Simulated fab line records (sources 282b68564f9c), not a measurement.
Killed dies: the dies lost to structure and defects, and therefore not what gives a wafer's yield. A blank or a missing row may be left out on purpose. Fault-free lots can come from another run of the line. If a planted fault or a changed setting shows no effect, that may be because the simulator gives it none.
Which tool did it? :: flow ritCmos :: 15 lots with 45 wafers sampled at 5 steps, on a route of 202 steps

WHAT THE GAUGES SHOWED, per wafer
RIT_FOX2_THK_MEAS_01. Usual: for FOX2_OXIDE_THK the level is 348 nm and the standard deviation is 7.8.
lot: L643
measured: day 2 01:04
on: filmMetro-01
FOX2_OXIDE_THK (nm): 361 352 352
flag: 

lot: L644
measured: day 2 04:56
on: filmMetro-01
FOX2_OXIDE_THK (nm): 355 354 356
flag: 

lot: L645
measured: day 2 09:22
on: filmMetro-01
FOX2_OXIDE_THK (nm): 334 337 339
flag: 

lot: L646
measured: day 2 17:16
on: filmMetro-02
FOX2_OXIDE_THK (nm): 343 350 346
flag: 

lot: L647
measured: day 3 01:39
on: filmMetro-01
FOX2_OXIDE_THK (nm): 348 349 348
flag: 

lot: L648
measured: day 3 08:24
on: filmMetro-02
FOX2_OXIDE_THK (nm): 351 352 350
flag: 

lot: L650
measured: day 3 16:35
on: filmMetro-01
FOX2_OXIDE_THK (nm): 356 349 352
flag: 

lot: L651
measured: day 3 18:16
on: filmMetro-01
FOX2_OXIDE_THK (nm): 369 359 366
flag: 

lot: L652
measured: day 3 21:54
on: filmMetro-02
FOX2_OXIDE_THK (nm): 338 342 338
flag: 

lot: L653
measured: day 4 07:10
on: filmMetro-04
FOX2_OXIDE_THK (nm): 352 348 353
flag: 

lot: L654
measured: day 4 09:49
on: filmMetro-04
FOX2_OXIDE_THK (nm): 350 352 347
flag: 

lot: L656
measured: day 4 17:57
on: filmMetro-02
FOX2_OXIDE_THK (nm): 345 343 343
flag: 

lot: L661
measured: day 5 21:05
on: filmMetro-01
FOX2_OXIDE_THK (nm): 359 350 351
flag: 

lot: L662
measured: day 6 00:53
on: filmMetro-02
FOX2_OXIDE_THK (nm): 356 354 357
flag: 

lot: L665
measured: day 6 15:14
on: filmMetro-02
FOX2_OXIDE_THK (nm): 350 353 351
flag: 

RIT_FOX2_THK_MEAS_90. Usual: for FIELD_OXIDE_LEFT_1_THK the level is 322 nm and the standard deviation is 7.8.
lot: L643
measured: day 2 02:05
on: filmMetro-02
FIELD_OXIDE_LEFT_1_THK (nm): 335 325 326
flag: 

lot: L644
measured: day 2 05:57
on: filmMetro-02
FIELD_OXIDE_LEFT_1_THK (nm): 328 328 330
flag: 

lot: L645
measured: day 2 10:14
on: filmMetro-01
FIELD_OXIDE_LEFT_1_THK (nm): 307 309 313
flag: 

lot: L646
measured: day 2 18:16
on: filmMetro-02
FIELD_OXIDE_LEFT_1_THK (nm): 316 324 320
flag: 

lot: L647
measured: day 3 02:35
on: filmMetro-02
FIELD_OXIDE_LEFT_1_THK (nm): 321 323 321
flag: 

lot: L648
measured: day 3 09:17
on: filmMetro-02
FIELD_OXIDE_LEFT_1_THK (nm): 325 326 324
flag: 

lot: L650
measured: day 3 17:27
on: filmMetro-02
FIELD_OXIDE_LEFT_1_THK (nm): 330 323 325
flag: 

lot: L651
measured: day 3 19:13
on: filmMetro-02
FIELD_OXIDE_LEFT_1_THK (nm): 342 333 340
flag: 

lot: L652
measured: day 3 22:47
on: filmMetro-02
FIELD_OXIDE_LEFT_1_THK (nm): 311 315 312
flag: 

lot: L653
measured: day 4 08:02
on: filmMetro-02
FIELD_OXIDE_LEFT_1_THK (nm): 326 323 327
flag: 

lot: L654
measured: day 4 10:41
on: filmMetro-02
FIELD_OXIDE_LEFT_1_THK (nm): 324 325 320
flag: 

lot: L656
measured: day 4 18:50
on: filmMetro-02
FIELD_OXIDE_LEFT_1_THK (nm): 319 317 317
flag: 

lot: L661
measured: day 5 22:07
on: filmMetro-02
FIELD_OXIDE_LEFT_1_THK (nm): 332 324 324
flag: 

lot: L662
measured: day 6 01:58
on: filmMetro-02
FIELD_OXIDE_LEFT_1_THK (nm): 329 327 330
flag: 

lot: L665
measured: day 6 16:10
on: filmMetro-02
FIELD_OXIDE_LEFT_1_THK (nm): 323 326 324
flag: 

RIT_NRETRO_TW_MEAS_10. Usual: for NRETRO_TW the level is 1046 and the standard deviation is 6.8.
lot: L643
measured: day 2 12:38
on: filmMetro-03
NRETRO_TW: 1036 1037 1041
flag: 

lot: L644
measured: day 2 16:15
on: filmMetro-01
NRETRO_TW: 1056 1056 1058
flag: 

lot: L645
measured: day 2 20:54
on: filmMetro-04
NRETRO_TW: 1052 1046 1043
flag: 

lot: L646
measured: day 3 10:06
on: filmMetro-03
NRETRO_TW: 1046 1045 1047
flag: 

lot: L647
measured: day 3 15:16
on: filmMetro-03
NRETRO_TW: 1047 1042 1043
flag: 

lot: L648
measured: day 3 21:43
on: filmMetro-04
NRETRO_TW: 1046 1043 1042
flag: 

lot: L650
measured: day 4 03:39
on: filmMetro-04
NRETRO_TW: 1053 1044 1043
flag: 

lot: L651
measured: day 4 08:44
on: filmMetro-04
NRETRO_TW: 999 1001 1000
flag: OFF

lot: L652
measured: day 4 09:11
on: filmMetro-04
NRETRO_TW: 1046 1044 1043
flag: 

lot: L653
measured: day 4 19:37
on: filmMetro-04
NRETRO_TW: 1001 1000 1001
flag: OFF

lot: L654
measured: day 4 22:22
on: filmMetro-01
NRETRO_TW: 1016 1014 1018
flag: OFF

lot: L656
measured: day 5 06:34
on: filmMetro-03
NRETRO_TW: 1044 1039 1035
flag: 

lot: L661
measured: day 6 08:28
on: filmMetro-03
NRETRO_TW: 1046 1047 1047
flag: 

lot: L662
measured: day 6 12:13
on: filmMetro-04
NRETRO_TW: 1049 1046 1054
flag: 

lot: L665
measured: day 7 02:46
on: filmMetro-04
NRETRO_TW: 1037 1036 1040
flag: 

WHICH TOOL RAN EACH LOT (tool, then ch and the chambers of the sampled wafers, then the start)
lot: L643
RIT_ACTIVE_STRIP_14: plasmaAsher-03 ch 0,1, day 1 20:43
RIT_NRETRO_IMPLANT_08: implanter-02 ch 0, day 2 12:19

lot: L644
RIT_ACTIVE_STRIP_14: plasmaAsher-02 ch 0,1, day 2 01:25
RIT_NRETRO_IMPLANT_08: implanter-02 ch 0, day 2 15:55

lot: L645
RIT_ACTIVE_STRIP_14: plasmaAsher-01 ch 0,1, day 2 05:50
RIT_NRETRO_IMPLANT_08: implanter-03 ch 0, day 2 20:14

lot: L646
RIT_ACTIVE_STRIP_14: plasmaAsher-02 ch 0,1, day 2 10:50
RIT_NRETRO_IMPLANT_08: implanter-03 ch 0, day 3 09:47

lot: L647
RIT_ACTIVE_STRIP_14: plasmaAsher-03 ch 0,1, day 2 16:17
RIT_NRETRO_IMPLANT_08: implanter-01 ch 0, day 3 14:57

lot: L648
RIT_ACTIVE_STRIP_14: plasmaAsher-01 ch 0,1, day 2 22:14
RIT_NRETRO_IMPLANT_08: implanter-02 ch 0, day 3 21:25

lot: L650
RIT_ACTIVE_STRIP_14: plasmaAsher-02 ch 0,1, day 3 09:55
RIT_NRETRO_IMPLANT_08: implanter-01 ch 0, day 4 03:20

lot: L651
RIT_ACTIVE_STRIP_14: plasmaAsher-01 ch 0,1, day 3 13:57
RIT_NRETRO_IMPLANT_08: implanter-02 ch 0, day 4 08:25

lot: L652
RIT_ACTIVE_STRIP_14: plasmaAsher-02 ch 0,1, day 3 18:18
RIT_NRETRO_IMPLANT_08: implanter-03 ch 0, day 4 08:54

lot: L653
RIT_ACTIVE_STRIP_14: plasmaAsher-03 ch 0,1, day 3 22:24
RIT_NRETRO_IMPLANT_08: implanter-02 ch 0, day 4 19:17

lot: L654
RIT_ACTIVE_STRIP_14: plasmaAsher-02 ch 0,1, day 4 05:16
RIT_NRETRO_IMPLANT_08: implanter-02 ch 0, day 4 22:03

lot: L656
RIT_ACTIVE_STRIP_14: plasmaAsher-01 ch 0,1, day 4 12:54
RIT_NRETRO_IMPLANT_08: implanter-01 ch 0, day 5 06:17

lot: L661
RIT_ACTIVE_STRIP_14: plasmaAsher-03 ch 0, day 5 15:29
RIT_NRETRO_IMPLANT_08: implanter-03 ch 0, day 6 08:08

lot: L662
RIT_ACTIVE_STRIP_14: plasmaAsher-03 ch 0,1, day 5 19:54
RIT_NRETRO_IMPLANT_08: implanter-01 ch 0, day 6 11:53

lot: L665
RIT_ACTIVE_STRIP_14: plasmaAsher-01 ch 0,1, day 6 09:53
RIT_NRETRO_IMPLANT_08: implanter-03 ch 0, day 7 02:28
- RIT_ACTIVE_STRIP_14: strips in O2, time 180 s.
- RIT_NRETRO_IMPLANT_08

WHAT THE TOOLS THEMSELVES READ (means of the sampled wafers that have a number; where no wafer has one, the mark that the record gives instead)
RIT_ACTIVE_STRIP_14. Usual: drypumpMotorCurrentA at 5.9 A, with a standard deviation of 0.46.
lot: L643
tool: plasmaAsher-03
drypumpMotorCurrentA (A): 5.5
flag: 

lot: L644
tool: plasmaAsher-02
drypumpMotorCurrentA (A): 6.2
flag: 

lot: L645
tool: plasmaAsher-01
drypumpMotorCurrentA (A): 6.1
flag: 

lot: L646
tool: plasmaAsher-02
drypumpMotorCurrentA (A): 6.3
flag: 

lot: L647
tool: plasmaAsher-03
drypumpMotorCurrentA (A): 5.5
flag: 

lot: L648
tool: plasmaAsher-01
drypumpMotorCurrentA (A): 5.8
flag: 

lot: L650
tool: plasmaAsher-02
drypumpMotorCurrentA (A): 6.3
flag: 

lot: L651
tool: plasmaAsher-01
drypumpMotorCurrentA (A): 5.7
flag: 

lot: L652
tool: plasmaAsher-02
drypumpMotorCurrentA (A): 5.9
flag: 

lot: L653
tool: plasmaAsher-03
drypumpMotorCurrentA (A): 5.5
flag: 

lot: L654
tool: plasmaAsher-02
drypumpMotorCurrentA (A): 6.2
flag: 

lot: L656
tool: plasmaAsher-01
drypumpMotorCurrentA (A): 5.8
flag: 

lot: L661
tool: plasmaAsher-03
drypumpMotorCurrentA (A): 5.5
flag: 

lot: L662
tool: plasmaAsher-03
drypumpMotorCurrentA (A): 5.5
flag: 

lot: L665
tool: plasmaAsher-01
drypumpMotorCurrentA (A): 6.1
flag: 

RIT_NRETRO_IMPLANT_08. Usual: doseIonsCm2 1.0003e+13, standard deviation 1.1e+10; faradayCurrentUA 31.6, standard deviation 0.64; tiltDeg 7.004 degrees, standard deviation 0.02.
lot: L643
tool: implanter-02
doseIonsCm2: 9.9877e+12
faradayCurrentUA: 31.7
tiltDeg (degrees): 7.007
flag: 

lot: L644
tool: implanter-02
doseIonsCm2: 1.0010e+13
faradayCurrentUA: 31.7
tiltDeg (degrees): 7.006
flag: 

lot: L645
tool: implanter-03
doseIonsCm2: 1.0000e+13
faradayCurrentUA: 31.6
tiltDeg (degrees): 6.998
flag: 

lot: L646
tool: implanter-03
doseIonsCm2: 1.0013e+13
faradayCurrentUA: 30.8
tiltDeg (degrees): 7.054
flag: 

lot: L647
tool: implanter-01
doseIonsCm2: 9.9883e+12
faradayCurrentUA: 31.5
tiltDeg (degrees): 6.989
flag: 

lot: L648
tool: implanter-02
doseIonsCm2: 1.0008e+13
faradayCurrentUA: 31.7
tiltDeg (degrees): 7.001
flag: 

lot: L650
tool: implanter-01
doseIonsCm2: 1.0009e+13
faradayCurrentUA: 32.0
tiltDeg (degrees): 7.007
flag: 

lot: L651
tool: implanter-02
doseIonsCm2: 8.7927e+12
faradayCurrentUA: 27.2
tiltDeg (degrees): 6.998
flag: OFF

lot: L652
tool: implanter-03
doseIonsCm2: 1.0012e+13
faradayCurrentUA: 31.6
tiltDeg (degrees): 7.004
flag: 

lot: L653
tool: implanter-02
doseIonsCm2: 8.8153e+12
faradayCurrentUA: 27.8
tiltDeg (degrees): 7.009
flag: OFF

lot: L654
tool: implanter-02
doseIonsCm2: 8.8030e+12
faradayCurrentUA: 27.9
tiltDeg (degrees): 6.995
flag: OFF

lot: L656
tool: implanter-01
doseIonsCm2: 1.0011e+13
faradayCurrentUA: 31.9
tiltDeg (degrees): 7.002
flag: 

lot: L661
tool: implanter-03
doseIonsCm2: 9.9933e+12
faradayCurrentUA: 31.7
tiltDeg (degrees): 7.006
flag: 

lot: L662
tool: implanter-01
doseIonsCm2: 1.0011e+13
faradayCurrentUA: 31.4
tiltDeg (degrees): 7.009
flag: 

lot: L665
tool: implanter-03
doseIonsCm2: 1.0018e+13
faradayCurrentUA: 31.1
tiltDeg (degrees): 6.990
flag: 

THE ANSWER, worked out from the rows above alone
Rule: a lot is off if the mean of its wafers that have a number lies more than 3 standard deviations from the usual mean. A lot without any number at a reading at which 4 lots or more have one is off too. Where the step has rows for the other lots, those lots are counted as sound. First the gauges in route order, then the tools' own readings, where a lot's mean is used as printed above. The first step at which some lot is off is used, and at that step the reading that is off furthest; a lot without a number counts as furthest.
Off: at RIT_NRETRO_TW_MEAS_10 (NRETRO_TW), L651, L653, L654.
A tool fits if, at a process step before that reading, it ran every lot that is off, and no sound lot after the first of them. The gauges at RIT_NRETRO_TW_MEAS_10 aren't tried: what is off there is off at RIT_NRETRO_IMPLANT_08 too, on other tools, and a gauge's error can't cause that. One candidate fits, namely implanter-02 at RIT_NRETRO_IMPLANT_08. Its last sound lot is L648 (day 3 21:25), its first lot that is off L651 (day 4 08:25): a fault that began between those two fits.
The tool's own readings at RIT_NRETRO_IMPLANT_08 bear it out: on the lots that are off they differ by more than 5 times the standard deviation of the sound lots' means. doseIonsCm2 reads 8.8037e+12 there against 1.0005e+13 on the sound lots; faradayCurrentUA reads 27.6 there against 31.6 on the sound lots.

WHAT THE SIMULATOR HAD INSERTED
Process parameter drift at RIT_NRETRO_IMPLANT_08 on implanter-02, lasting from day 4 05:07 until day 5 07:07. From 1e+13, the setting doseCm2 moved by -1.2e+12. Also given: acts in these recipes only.
Lots struck among those shown: L651, L653, L654. Same finding as the rule above.
